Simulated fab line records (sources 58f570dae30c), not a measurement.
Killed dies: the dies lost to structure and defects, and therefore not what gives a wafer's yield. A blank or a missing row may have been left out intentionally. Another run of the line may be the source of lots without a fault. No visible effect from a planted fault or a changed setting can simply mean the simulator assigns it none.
fab line records -- flow berkeleyCmos170
record lots=15, wafers=45, lastDay=12
route steps=331 shown ACTIVE@73 PFIELD@87 NVT@113 GATE@136
lots untouched by any fault: they come from a run of this same line in which no faults occurred
startH: hours from the record's opening day to when the first of the lot's shown wafers began -- waitH: hours from the lot's prior step to this one -- " unchanged from the row above -- L1.1+2: a single row standing in for several wafers -- - value missing, or start not given -- * or withheld: withheld -- < > ~ a bound
route shown NAME@n: names a module that has steps shown in the file, with the first one's number in the route -- usual: mean/standard deviation taken from wafers without a fault -- same: alike in all rows -- chamber/n: place in a boat -- sites: the reading at each site -- _std_site: their standard deviation -- _edge_site: inner sites' mean taken away from outer sites' mean -- radiusMm: for every site, how far away it sits from the centre of the wafer -- mask NAME#n: copy n -- behind: the most recent tool/chamber to have shaped the wafer -- hold: the reason the lot was held/the length of the hold in hours/how it ended -- device: the transistor (n, p or np) that didn't switch -- end of line: the same wafers' tests at the end of the route -- a step without rows: its recipe alone -- killed: count of dies lost to structure and defects at first sort (not the wafer's yield) -- map: a wafer's dies, x killed, . not, _ none there
set.NAME: the setting the step ran with; set.NAME@STEP: the setting that earlier step ran with -- model.NAME: the simulator's own value behind a step, which no gauge read
a sample of lots followed through the steps of the route, with each step as a table and each wafer as a row
services: a tool's chamber out of use, with start hour (startH, from the record's first day; less than 0 if before it), hours out, and reason
## steps
# step UCB170_ACTIVE_CD_MEAS_13
# recipe targetCdNm=1200
# usual cdNm=1199.9/1.2
lot.wafer,tool,chamber,startH,waitH,cdNm
L764.1,cdSem-02,-,72.56,-,1198.9
L764.3,cdSem-02,-,72.56,-,1199.2
L764.6,cdSem-02,-,72.56,-,1199.2
L768.4,cdSem-01,-,86.19,-,1198.5
L768.5,cdSem-01,-,86.19,-,1200.3
L768.6,cdSem-01,-,86.19,-,1199.7
L769.3,cdSem-01,-,93.95,-,1199.6
L769.5,cdSem-01,-,93.95,-,1198.8
L769.6,cdSem-01,-,93.95,-,1200.6
L770.2,cdSem-02,-,103.99,-,1201.9
L770.3,cdSem-02,-,103.99,-,1202.4
L770.4,cdSem-02,-,103.99,-,1201.1
L771.1,cdSem-02,-,116.11,-,1201.9
L771.3,cdSem-02,-,116.11,-,1201.1
L771.6,cdSem-02,-,116.11,-,1200.5
L773.2,cdSem-02,-,125.95,-,1199.5
L773.4,cdSem-02,-,125.95,-,1201.4
L773.5,cdSem-02,-,125.95,-,1200.3
L777.1,cdSem-01,-,138.05,-,1202.5
L777.5,cdSem-01,-,138.05,-,1200.9
L777.6,cdSem-01,-,138.05,-,1200.8
L778.3,cdSem-02,-,147.16,-,1201.4
L778.5,cdSem-02,-,147.16,-,1201.6
L778.6,cdSem-02,-,147.16,-,1201.0
L780.1,cdSem-01,-,168.38,-,1199.9
L780.3,cdSem-01,-,168.38,-,1200.7
L780.5,cdSem-01,-,168.38,-,1200.6
L781.2,cdSem-01,-,176.53,-,1199.1
L781.3,cdSem-01,-,176.53,-,1200.8
L781.4,cdSem-01,-,176.53,-,1198.9
L783.2,cdSem-02,-,178.41,-,1201.3
L783.3,cdSem-02,-,178.41,-,1201.7
L783.4,cdSem-02,-,178.41,-,1200.5
L782.2,cdSem-02,-,178.53,-,1199.7
L782.3,cdSem-02,-,178.53,-,1198.9
L782.5,cdSem-02,-,178.53,-,1202.3
L784.1,cdSem-02,-,185.82,-,1198.1
L784.2,cdSem-02,-,185.82,-,1200.3
L784.4,cdSem-02,-,185.82,-,1200.2
L787.1,cdSem-01,-,201.01,-,1199.3
L787.3,cdSem-01,-,201.01,-,1199.0
L787.5,cdSem-01,-,201.01,-,1198.9
L786.1,cdSem-01,-,201.13,-,1199.0
L786.4,cdSem-01,-,201.13,-,1197.7
L786.6,cdSem-01,-,201.13,-,1199.2
# step UCB170_PFIELD_STRIP_08
# recipe chemistry=O2, powerW=400, pressureMtorr=3500, platenTempC=withheld, o2FlowSccm=400, overashFraction=0.5
# usual drypumpMotorCurrentA=5.5/0.65, oesProductAu=0.735/0.0046, stripTimeToEndpointS=21.66/0.06
# same overashFraction=0.5
lot.wafer,tool,chamber,startH,waitH,drypumpMotorCurrentA,oesProductAu,rfHoursCounterH,stripTimeToEndpointS
L764.1,plasmaAsher-04,1,77.17,0.1,6.0,0.730,39,21.57
L764.3,plasmaAsher-04,1,77.17,0.1,6.0,0.742,-,21.62
L764.6,plasmaAsher-04,1,77.17,0.1,6.0,0.736,-,21.56
L768.4,plasmaAsher-01,1,88.50,0.1,5.5,0.733,-,21.58
L768.5,plasmaAsher-01,0,88.50,0.1,5.1,0.737,-,21.58
L768.6,plasmaAsher-01,1,88.50,0.1,5.5,0.735,-,21.56
L769.3,plasmaAsher-04,0,97.33,0.1,4.7,0.733,-,21.57
L769.5,plasmaAsher-04,0,97.33,0.1,4.7,0.732,-,21.65
L769.6,plasmaAsher-04,1,97.33,0.1,6.0,0.743,-,21.64
L770.2,plasmaAsher-04,1,105.88,0.1,6.0,0.732,42,21.70
L770.3,plasmaAsher-04,0,105.88,0.1,4.7,0.729,-,21.71
L770.4,plasmaAsher-04,1,105.88,0.1,6.0,0.730,-,21.66
L771.1,plasmaAsher-01,1,118.23,0.1,5.5,0.738,46,21.62
L771.3,plasmaAsher-01,0,118.23,0.1,5.1,0.739,-,21.77
L771.6,plasmaAsher-01,0,118.23,0.1,5.1,0.732,-,21.74
L773.2,plasmaAsher-03,1,128.05,0.1,5.0,0.739,29,21.71
L773.4,plasmaAsher-03,1,128.05,0.1,5.0,0.739,-,21.66
L773.5,plasmaAsher-03,1,128.05,0.1,5.0,0.738,-,21.66
L777.1,plasmaAsher-03,0,140.24,0.1,6.5,0.730,30,21.52
L777.5,plasmaAsher-03,0,140.24,0.1,6.5,0.730,-,21.56
L777.6,plasmaAsher-03,1,140.24,0.1,5.0,0.735,-,21.58
L778.3,plasmaAsher-01,1,149.63,0.1,5.5,0.733,-,21.72
L778.5,plasmaAsher-01,1,149.63,0.1,5.5,0.735,-,21.70
L778.6,plasmaAsher-01,0,149.63,0.1,5.1,0.725,-,21.63
L780.1,plasmaAsher-03,1,170.18,0.1,5.0,0.742,33,21.78
L780.3,plasmaAsher-03,1,170.18,0.1,5.0,0.734,-,21.74
L780.5,plasmaAsher-03,0,170.18,0.1,6.5,0.735,-,21.76
L781.2,plasmaAsher-04,1,179.69,0.1,6.0,0.741,50,21.66
L781.3,plasmaAsher-04,0,179.69,0.1,4.7,0.723,-,21.56
L781.4,plasmaAsher-04,1,179.69,0.1,6.0,0.731,-,21.69
L783.2,plasmaAsher-03,0,181.69,0.1,6.5,0.735,34,21.62
L783.3,plasmaAsher-03,0,181.69,0.1,6.5,0.734,-,21.58
L783.4,plasmaAsher-03,1,181.69,0.1,5.0,0.729,-,21.60
L782.2,plasmaAsher-04,1,181.93,0.1,6.0,0.738,50,21.66
L782.3,plasmaAsher-04,0,181.93,0.1,4.7,0.736,-,21.79
L782.5,plasmaAsher-04,1,181.93,0.1,6.0,0.735,-,21.71
L784.1,plasmaAsher-01,1,189.85,0.1,5.5,0.730,52,21.70
L784.2,plasmaAsher-01,0,189.85,0.1,5.1,0.741,52,21.72
L784.4,plasmaAsher-01,1,189.85,0.1,5.5,0.743,-,21.66
L787.1,plasmaAsher-03,0,204.54,0.1,6.5,0.724,36,21.60
L787.3,plasmaAsher-03,0,204.54,0.1,6.5,0.743,-,21.66
L787.5,plasmaAsher-03,0,204.54,0.1,6.5,0.728,-,21.74
L786.1,plasmaAsher-04,0,204.58,0.1,4.8,0.732,52,21.66
L786.4,plasmaAsher-04,1,204.58,0.1,6.0,0.737,-,21.66
L786.6,plasmaAsher-04,0,204.58,0.1,4.8,0.733,-,21.68
# step UCB170_NVT_TW_MEAS_09
# usual NVT_TW=527/6.9
lot.wafer,tool,chamber,startH,waitH,NVT_TW
L764.1,filmMetro-03,-,106.82,0.1,526
L764.3,filmMetro-03,-,106.82,0.1,527
L764.6,filmMetro-03,-,106.82,0.1,526
L768.4,filmMetro-03,-,116.80,0.1,526
L768.5,filmMetro-03,-,116.80,0.1,527
L768.6,filmMetro-03,-,116.80,0.1,526
L769.3,filmMetro-01,-,129.47,0.1,538
L769.5,filmMetro-01,-,129.47,0.1,535
L769.6,filmMetro-01,-,129.47,0.1,534
L770.2,filmMetro-02,-,137.38,0.1,512
L770.3,filmMetro-02,-,137.38,0.1,513
L770.4,filmMetro-02,-,137.38,0.1,514
L771.1,filmMetro-03,-,147.60,0.1,529
L771.3,filmMetro-03,-,147.60,0.1,527
L771.6,filmMetro-03,-,147.60,0.1,527
L773.2,filmMetro-02,-,154.99,0.1,518
L773.4,filmMetro-02,-,154.99,0.1,517
L773.5,filmMetro-02,-,154.99,0.1,515
L777.1,filmMetro-03,-,176.35,0.1,528
L777.5,filmMetro-03,-,176.35,0.1,528
L777.6,filmMetro-03,-,176.35,0.1,528
L778.3,filmMetro-01,-,182.04,0.1,533
L778.5,filmMetro-01,-,182.04,0.1,537
L778.6,filmMetro-01,-,182.04,0.1,531
L780.1,filmMetro-01,-,197.72,0.1,533
L780.3,filmMetro-01,-,197.72,0.1,531
L780.5,filmMetro-01,-,197.72,0.1,533
L783.2,filmMetro-03,-,210.06,0.1,531
L783.3,filmMetro-03,-,210.06,0.1,526
L783.4,filmMetro-03,-,210.06,0.1,527
L781.2,filmMetro-02,-,210.39,0.2,516
L781.3,filmMetro-02,-,210.39,0.2,514
L781.4,filmMetro-02,-,210.39,0.2,513
L782.2,filmMetro-03,-,210.43,0.1,526
L782.3,filmMetro-03,-,210.43,0.1,526
L782.5,filmMetro-03,-,210.43,0.1,526
L784.1,filmMetro-03,-,219.21,0.1,528
L784.2,filmMetro-03,-,219.21,0.1,528
L784.4,filmMetro-03,-,219.21,0.1,531
L786.1,filmMetro-02,-,230.25,0.1,518
L786.4,filmMetro-02,-,230.25,0.1,519
L786.6,filmMetro-02,-,230.25,0.1,519
L787.1,filmMetro-01,-,230.35,0.1,533
L787.3,filmMetro-01,-,230.35,0.1,527
L787.5,filmMetro-01,-,230.35,0.1,531
# step UCB170_GATE_PEB_10
# recipe pebTempC=130, pebTimeS=withheld, resist=KrF
# usual chillPlateTempC=23.02/0.11, exhaustPa=44.7/0.91
lot.wafer,tool,chamber,startH,waitH,chillPlateTempC,exhaustPa
L764.1,lithoTrack-03,0,120.59,0.1,23.11,44.0
L764.3,lithoTrack-03,0,120.59,0.1,23.04,44.0
L764.6,lithoTrack-03,0,120.59,0.1,23.00,43.7
L768.4,lithoTrack-03,0,128.58,0.1,23.06,44.1
L768.5,lithoTrack-03,0,128.58,0.1,22.95,43.9
L768.6,lithoTrack-03,0,128.58,0.1,22.94,45.0
L769.3,lithoTrack-03,-,144.85,0.4,-,-
L769.5,lithoTrack-03,-,144.85,0.4,-,-
L769.6,lithoTrack-03,-,144.85,0.4,-,-
L770.2,lithoTrack-03,-,151.00,0.2,-,-
L770.3,lithoTrack-03,-,151.00,0.2,-,-
L770.4,lithoTrack-03,-,151.00,0.2,-,-
L771.1,lithoTrack-04,-,164.84,0.1,-,-
L771.3,lithoTrack-04,-,164.84,0.1,-,-
L771.6,lithoTrack-04,-,164.84,0.1,-,-
L773.2,lithoTrack-03,0,173.29,0.1,22.89,42.9
L773.4,lithoTrack-03,0,173.29,0.1,22.79,42.9
L773.5,lithoTrack-03,0,173.29,0.1,22.78,43.5
L777.1,lithoTrack-03,0,189.67,0.1,23.08,45.4
L777.5,lithoTrack-03,0,189.67,0.1,23.05,44.4
L777.6,lithoTrack-03,0,189.67,0.1,23.13,43.9
L778.3,lithoTrack-03,0,195.66,0.1,23.01,44.8
L778.5,lithoTrack-03,0,195.66,0.1,23.07,43.8
L778.6,lithoTrack-03,0,195.66,0.1,23.24,44.1
L780.1,lithoTrack-03,0,211.91,0.4,22.99,44.3
L780.3,lithoTrack-03,0,211.91,0.4,22.99,45.8
L780.5,lithoTrack-03,0,211.91,0.4,22.97,44.7
L783.2,lithoTrack-04,0,224.40,0.6,22.93,44.9
L783.3,lithoTrack-04,0,224.40,0.6,22.90,44.7
L783.4,lithoTrack-04,0,224.40,0.6,22.76,45.3
L782.2,lithoTrack-01,0,224.40,0.5,23.16,44.1
L782.3,lithoTrack-01,0,224.40,0.5,23.12,44.6
L782.5,lithoTrack-01,0,224.40,0.5,23.10,43.7
L781.2,lithoTrack-03,0,224.42,0.3,23.10,45.0
L781.3,lithoTrack-03,0,224.42,0.3,22.87,45.0
L781.4,lithoTrack-03,0,224.42,0.3,23.14,43.1
L784.1,lithoTrack-03,0,232.99,0.1,23.03,45.3
L784.2,lithoTrack-03,0,232.99,0.1,23.05,44.8
L784.4,lithoTrack-03,0,232.99,0.1,22.82,44.5
L786.1,lithoTrack-01,0,246.37,0.5,22.98,43.9
L786.4,lithoTrack-01,0,246.37,0.5,23.21,44.4
L786.6,lithoTrack-01,0,246.37,0.5,23.10,43.6
L787.1,lithoTrack-03,0,246.54,0.5,22.84,45.7
L787.3,lithoTrack-03,0,246.54,0.5,23.11,45.2
L787.5,lithoTrack-03,0,246.54,0.5,23.05,46.5
## services
tool,chamber,startH,hours,kind
plasmaAsher-01,-,121.54,14.6,pm
plasmaAsher-04,-,150.88,0.5,repair
## key
firstSign step=UCB170_GATE_PEB_10, reading=toolRecord, direction=missing
effect none on later readings
metAt UCB170_GATE_PEB_10
struckLots L769,L770,L771
laterRowsLeftOut L769.3,L769.5,L769.6,L770.2,L770.3,L770.4,L771.1,L771.3,L771.6
sortLeftOut L769.3,L769.5,L769.6,L770.2,L770.3,L770.4,L771.1,L771.3,L771.6
testerLeftOut L769,L770,L771
notActingAt UCB170_ACTIVE_CD_MEAS_13,UCB170_PFIELD_STRIP_08,UCB170_NVT_TW_MEAS_09
onsetBetween 128.58 144.85
fault kind=skippedStepWhole, tool=lithoTrack-03,lithoTrack-04, chamber=-, onsetH=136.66, steps=UCB170_GATE_PEB_10, scope=struckLotsOnly
# testerLeftOut: of these lots the tester's yield and bins aren't shown, on N5 and GAA mostly nor the transistor test; their killed dies are dies lost to structure and defects alone, not to doping, threshold or leakage, so they don't give the yield
# sortLeftOut: the simulated sort isn't trusted on such a fault, so these wafers' sort isn't shown, and their yield isn't known
# laterRowsLeftOut: the simulator's readings of these wafers behind a module that went badly wrong aren't trusted and aren't shown, but for the sort
